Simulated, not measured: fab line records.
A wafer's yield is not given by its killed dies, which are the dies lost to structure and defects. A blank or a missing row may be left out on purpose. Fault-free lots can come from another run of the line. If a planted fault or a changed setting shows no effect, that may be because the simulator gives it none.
fab line records | flow ritCmos
record: lots: 13 | wafers: 39 | lastDay: 8
route steps=202 shown CONTACT@168
lots untouched by any fault: they come from a run of this same line in which no faults occurred
startH: hours from the record's first day to the start of the lot's first wafer shown | waitH: hours from the lot's prior step to this one | " unchanged from the row above | L1.1+2: several wafers, shown together as one row | - no value, or no start was given | * or withheld: withheld | < > ~ a bound
route shown NAME@n: a module of which the file shows steps, and the number in the route of the first | usual: mean and standard deviation over wafers with no fault | same: alike in all rows | chamber/n: place in a boat | sites: per-site readings | _std_site: standard deviation of those values | _edge_site: mean of outer sites minus mean of inner sites | radiusMm: for every site, how far away it sits from the centre of the wafer | mask NAME#n: copy n | behind: tool/chamber where the wafer was last shaped | hold: why the lot was held/for how many hours/how that ended | device: names the non-switching transistor (n, p or np) | end of line: the tests these same wafers got at the end of their route | a step without rows: its recipe alone | killed: at the first sort, the dies lost to defects and structure; wafer yield is something else | map: shows each die of a wafer: x if killed, . if not, _ if none is there
set.NAME: the setting as run; set.NAME@STEP: as run at that earlier step | model.NAME: the simulator's own value behind a step, which no gauge read
one table for each step of the route and one row for each wafer, over a sample of lots
services: the hour from which a tool's chamber was out of use, counted from the record's first day as startH (under 0 if before that day), plus the number of hours and why
== steps ==
step: RIT_CONTACT_CVD_00
recipe: material: SiO2 | targetThkNm: 400 | precursor: TEOS | tempC: 390 | timeS: 61 | rfW: 400
usual: heaterPowerW: 311/49 | runLengthS: 88.8/0.46
lot.wafer | tool     | chamber | startH | waitH | heaterPowerW | runLengthS
L923.2    | pecvd-02 | 1       | 62.06  | 0.0   | 277          | 88.6
L923.3    | "        | 2       | "      | "     | 222          | 89.7
L923.5    | "        | 1       | "      | "     | 200          | 88.7
L928.3    | pecvd-03 | 1       | 88.22  | 0.0   | 353          | 88.0
L928.4    | "        | 0       | "      | "     | 362          | 88.7
L928.5    | "        | 2       | "      | "     | 340          | 88.5
L929.1    | pecvd-02 | 2       | 91.27  | 0.1   | 239          | 89.4
L929.2    | "        | 1       | "      | "     | 254          | 88.9
L929.6    | "        | 0       | "      | "     | 325          | 88.8
L930.2    | pecvd-01 | 1       | 93.39  | 0.0   | 371          | 89.2
L930.4    | "        | 0       | "      | "     | 334          | 84.4
L930.6    | "        | 2       | "      | "     | 268          | 88.9
L931.1    | pecvd-03 | 0       | 102.94 | 0.1   | 318          | 88.5
L931.3    | "        | 2       | "      | "     | 334          | 88.6
L931.4    | "        | 2       | "      | "     | 355          | 88.5
L937.1    | pecvd-03 | 0       | 138.78 | 0.1   | 374          | 88.5
L937.2    | "        | 2       | "      | "     | 340          | 88.5
L937.3    | "        | 1       | "      | "     | 313          | 88.1
L938.1    | pecvd-02 | 1       | 139.00 | 0.1   | 204          | 89.3
L938.2    | "        | 2       | "      | "     | 293          | 90.2
L938.3    | "        | 0       | "      | "     | 290          | 88.7
L940.2    | pecvd-03 | 1       | 159.97 | 0.0   | 416          | 88.3
L940.3    | "        | 2       | "      | "     | 368          | 88.4
L940.6    | "        | 1       | "      | "     | 309          | 88.0
L941.4    | pecvd-02 | 1       | 168.60 | 0.0   | 244          | 88.8
L941.5    | "        | 0       | "      | "     | 249          | 88.7
L941.6    | "        | 2       | "      | "     | 263          | 89.4
L943.3    | pecvd-01 | 2       | 173.75 | 0.0   | 269          | 89.2
L943.4    | "        | 2       | "      | "     | 276          | 89.0
L943.6    | "        | 0       | "      | "     | 296          | 89.8
L942.1    | pecvd-03 | 1       | 174.22 | 0.1   | 361          | 87.8
L942.4    | "        | 0       | "      | "     | 320          | 88.9
L942.6    | "        | 2       | "      | "     | 358          | 88.5
L944.2    | pecvd-02 | 0       | 182.50 | 0.0   | 319          | 89.1
L944.3    | "        | 2       | "      | "     | 236          | 89.8
L944.6    | "        | 2       | "      | "     | 250          | 89.4
L945.2    | pecvd-01 | 1       | 188.80 | 0.0   | 364          | 89.0
L945.3    | "        | 2       | "      | "     | 263          | 88.4
L945.5    | "        | 1       | "      | "     | 379          | 88.7
step: RIT_CONTACT_THK_MEAS_01
recipe: reads: SiO2_of_CONTACT_CVD_00
usual: CONTACT_TEOS_THK: 401/5.9
lot.wafer | tool         | chamber | startH | waitH | CONTACT_TEOS_THK[nm]
L923.2    | filmMetro-02 | -       | 62.12  | 0.0   | 402
L923.3    | "            | -       | "      | "     | 400
L923.5    | "            | -       | "      | "     | 409
L928.3    | filmMetro-01 | -       | 88.29  | 0.0   | 400
L928.4    | "            | -       | "      | "     | 409
L928.5    | "            | -       | "      | "     | 411
L929.1    | filmMetro-03 | -       | 91.32  | 0.0   | 410
L929.2    | "            | -       | "      | "     | 399
L929.6    | "            | -       | "      | "     | 408
L930.2    | filmMetro-02 | -       | 93.45  | 0.0   | 397
L930.4    | "            | -       | "      | "     | 368
L930.6    | "            | -       | "      | "     | 397
L931.1    | filmMetro-02 | -       | 102.99 | 0.0   | 396
L931.3    | "            | -       | "      | "     | 395
L931.4    | "            | -       | "      | "     | 404
L937.1    | filmMetro-02 | -       | 138.84 | 0.0   | 395
L937.2    | "            | -       | "      | "     | 395
L937.3    | "            | -       | "      | "     | 394
L938.1    | filmMetro-01 | -       | 139.05 | 0.0   | 402
L938.2    | "            | -       | "      | "     | 403
L938.3    | "            | -       | "      | "     | 401
L940.2    | filmMetro-01 | -       | 160.03 | 0.0   | 397
L940.3    | "            | -       | "      | "     | 397
L940.6    | "            | -       | "      | "     | 403
L941.4    | filmMetro-02 | -       | 168.66 | 0.0   | 406
L941.5    | "            | -       | "      | "     | 407
L941.6    | "            | -       | "      | "     | 408
L943.3    | filmMetro-03 | -       | 173.82 | 0.0   | 387
L943.4    | "            | -       | "      | "     | 397
L943.6    | "            | -       | "      | "     | 398
L942.1    | filmMetro-01 | -       | 174.27 | 0.0   | 398
L942.4    | "            | -       | "      | "     | 405
L942.6    | "            | -       | "      | "     | 406
L944.2    | filmMetro-03 | -       | 182.56 | 0.0   | 393
L944.3    | "            | -       | "      | "     | 402
L944.6    | "            | -       | "      | "     | 406
L945.2    | filmMetro-03 | -       | 188.86 | 0.0   | 399
L945.3    | "            | -       | "      | "     | 396
L945.5    | "            | -       | "      | "     | 404
== services ==
tool     | chamber | startH | hours | kind
pecvd-03 | -       | 46.82  | 2.8   | pm
pecvd-02 | -       | 131.53 | 1.4   | repair
== key ==
firstSign: step: RIT_CONTACT_CVD_00 | reading: runLengthS | direction: down | sigmas: 9.8 | usual: * | struck: *
effect: step: RIT_CONTACT_THK_MEAS_01 | reading: CONTACT_TEOS_THK | direction: down | sigmas: 5.5 | usual: 401 | struck: 368
metAt RIT_CONTACT_CVD_00
struckLots L930
struckWafers L930.4
testerLeftOut L930
fault: kind: processParameterDrift | tool: pecvd-01 | chamber: 0 | onsetH: 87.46 | steps: RIT_CONTACT_CVD_00 | channel: timeS | offset: * | shape: step | endH: 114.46 | stated: *
testerLeftOut: of these lots the tester's yield and bins aren't shown, on N5 and GAA mostly nor the transistor test; their killed dies are dies lost to structure and defects alone, not to doping, threshold or leakage, so they don't give the yield
